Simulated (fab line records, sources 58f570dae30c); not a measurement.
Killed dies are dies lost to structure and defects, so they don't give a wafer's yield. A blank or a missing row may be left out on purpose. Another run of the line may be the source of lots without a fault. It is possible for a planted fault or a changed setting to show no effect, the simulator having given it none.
Lot-split experiment || flow berkeley cmos170 || on a route of 331 steps: 5 lots, 23 wafers read

## ON THE SPLIT
At UCB170_ACTIVE_OXIDATION_02 (target thk 26.4 nm, ox time 1260 s), the setting ox time s was moved away from the recipe's 1260 s on 20 of the 23 wafers read, by -12.5% to +8.7%. For the rest of the wafers, this setting stayed at what the recipe calls for.

Between the split and the reading, the file records no step.

## THE READING
ACTIVE_OXIDE_THK, in nm, at UCB170_ACTIVE_THK_MEAS_03. Fault-free wafers of this fab line usually give 26.4 nm, standard deviation 0.43 nm.

{"wafer": "L074.1", "tool, chamber at the split": "-, -", "ox time s as run, s": 1188, "against the recipe": "-5.7%", "ACTIVE_OXIDE_THK, nm": 25.2, "against lot-mates on the recipe": "no lot-mate on the recipe"}
{"wafer": "L074.3", "tool, chamber at the split": "-, -", "ox time s as run, s": 1188, "against the recipe": "-5.7%", "ACTIVE_OXIDE_THK, nm": 25.2, "against lot-mates on the recipe": "no lot-mate on the recipe"}
{"wafer": "L074.4", "tool, chamber at the split": "-, -", "ox time s as run, s": 1188, "against the recipe": "-5.7%", "ACTIVE_OXIDE_THK, nm": 25.4, "against lot-mates on the recipe": "no lot-mate on the recipe"}
{"wafer": "L074.5", "tool, chamber at the split": "-, -", "ox time s as run, s": 1188, "against the recipe": "-5.7%", "ACTIVE_OXIDE_THK, nm": 25.0, "against lot-mates on the recipe": "no lot-mate on the recipe"}
{"wafer": "L074.6", "tool, chamber at the split": "-, -", "ox time s as run, s": 1188, "against the recipe": "-5.7%", "ACTIVE_OXIDE_THK, nm": 25.1, "against lot-mates on the recipe": "no lot-mate on the recipe"}
{"wafer": "L080.2", "tool, chamber at the split": "-, -", "ox time s as run, s": 1152, "against the recipe": "-8.6%", "ACTIVE_OXIDE_THK, nm": 25.3, "against lot-mates on the recipe": "no lot-mate on the recipe"}
{"wafer": "L080.3", "tool, chamber at the split": "-, -", "ox time s as run, s": 1152, "against the recipe": "-8.6%", "ACTIVE_OXIDE_THK, nm": 25.2, "against lot-mates on the recipe": "no lot-mate on the recipe"}
{"wafer": "L080.4", "tool, chamber at the split": "-, -", "ox time s as run, s": 1152, "against the recipe": "-8.6%", "ACTIVE_OXIDE_THK, nm": 24.9, "against lot-mates on the recipe": "no lot-mate on the recipe"}
{"wafer": "L080.5", "tool, chamber at the split": "-, -", "ox time s as run, s": 1152, "against the recipe": "-8.6%", "ACTIVE_OXIDE_THK, nm": 25.0, "against lot-mates on the recipe": "no lot-mate on the recipe"}
{"wafer": "L080.6", "tool, chamber at the split": "-, -", "ox time s as run, s": 1152, "against the recipe": "-8.6%", "ACTIVE_OXIDE_THK, nm": 24.8, "against lot-mates on the recipe": "no lot-mate on the recipe"}
{"wafer": "L082.1", "tool, chamber at the split": "-, -", "ox time s as run, s": 1369, "against the recipe": "+8.7%", "ACTIVE_OXIDE_THK, nm": 28.3, "against lot-mates on the recipe": "no lot-mate on the recipe"}
{"wafer": "L082.2", "tool, chamber at the split": "-, -", "ox time s as run, s": 1369, "against the recipe": "+8.7%", "ACTIVE_OXIDE_THK, nm": 28.2, "against lot-mates on the recipe": "no lot-mate on the recipe"}
{"wafer": "L082.4", "tool, chamber at the split": "-, -", "ox time s as run, s": 1369, "against the recipe": "+8.7%", "ACTIVE_OXIDE_THK, nm": 27.7, "against lot-mates on the recipe": "no lot-mate on the recipe"}
{"wafer": "L082.5", "tool, chamber at the split": "-, -", "ox time s as run, s": 1369, "against the recipe": "+8.7%", "ACTIVE_OXIDE_THK, nm": 28.0, "against lot-mates on the recipe": "no lot-mate on the recipe"}
{"wafer": "L082.6", "tool, chamber at the split": "-, -", "ox time s as run, s": 1369, "against the recipe": "+8.7%", "ACTIVE_OXIDE_THK, nm": 28.0, "against lot-mates on the recipe": "no lot-mate on the recipe"}
{"wafer": "L081.2", "tool, chamber at the split": "-, -", "ox time s as run, s": 1102, "against the recipe": "-12.5%", "ACTIVE_OXIDE_THK, nm": 25.0, "against lot-mates on the recipe": "no lot-mate on the recipe"}
{"wafer": "L081.3", "tool, chamber at the split": "-, -", "ox time s as run, s": 1102, "against the recipe": "-12.5%", "ACTIVE_OXIDE_THK, nm": 25.0, "against lot-mates on the recipe": "no lot-mate on the recipe"}
{"wafer": "L081.4", "tool, chamber at the split": "-, -", "ox time s as run, s": 1102, "against the recipe": "-12.5%", "ACTIVE_OXIDE_THK, nm": 25.2, "against lot-mates on the recipe": "no lot-mate on the recipe"}
{"wafer": "L081.5", "tool, chamber at the split": "-, -", "ox time s as run, s": 1102, "against the recipe": "-12.5%", "ACTIVE_OXIDE_THK, nm": 25.3, "against lot-mates on the recipe": "no lot-mate on the recipe"}
{"wafer": "L081.6", "tool, chamber at the split": "-, -", "ox time s as run, s": 1102, "against the recipe": "-12.5%", "ACTIVE_OXIDE_THK, nm": 24.9, "against lot-mates on the recipe": "no lot-mate on the recipe"}
{"wafer": "L084.1", "tool, chamber at the split": "furnace-01, 0", "ox time s as run, s": 1260, "against the recipe": "recipe", "ACTIVE_OXIDE_THK, nm": 26.5, "against lot-mates on the recipe": "-"}
{"wafer": "L084.5", "tool, chamber at the split": "furnace-01, 0", "ox time s as run, s": 1260, "against the recipe": "recipe", "ACTIVE_OXIDE_THK, nm": 26.4, "against lot-mates on the recipe": "-"}
{"wafer": "L084.6", "tool, chamber at the split": "furnace-01, 0", "ox time s as run, s": 1260, "against the recipe": "recipe", "ACTIVE_OXIDE_THK, nm": 26.5, "against lot-mates on the recipe": "-"}

FIT RESULTS
A straight line over all 23 wafers: ACTIVE_OXIDE_THK changes by +0.152 nm for each +1% of ox time s; r = +0.95; the points scatter about the line by 0.39 nm.
Too few moved wafers have a lot-mate on the recipe to fit a line with each lot's own level taken away.

## THE WHOLE CHAIN: every reading that the file lists as answering this split, in the file's order
{"step": "UCB170_ACTIVE_OXIDATION_02", "what it does": "target thk 26.4 nm, ox time 1260 s", "reading": "SiO2_of_ACTIVE_OXIDATION_02.thk nm (the simulator's own value, which no gauge read)", "change (the file's fit)": "+0.153 nm for each +1% of the setting", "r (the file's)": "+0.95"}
{"step": "UCB170_ACTIVE_THK_MEAS_03", "what it does": "", "reading": "ACTIVE_OXIDE_THK", "change (the file's fit)": "+0.153 for each +1% of the setting", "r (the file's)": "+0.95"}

## FILE'S OWN FIT
ACTIVE_OXIDE_THK changes by +0.153 nm for each +1% of ox time s, r = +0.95.
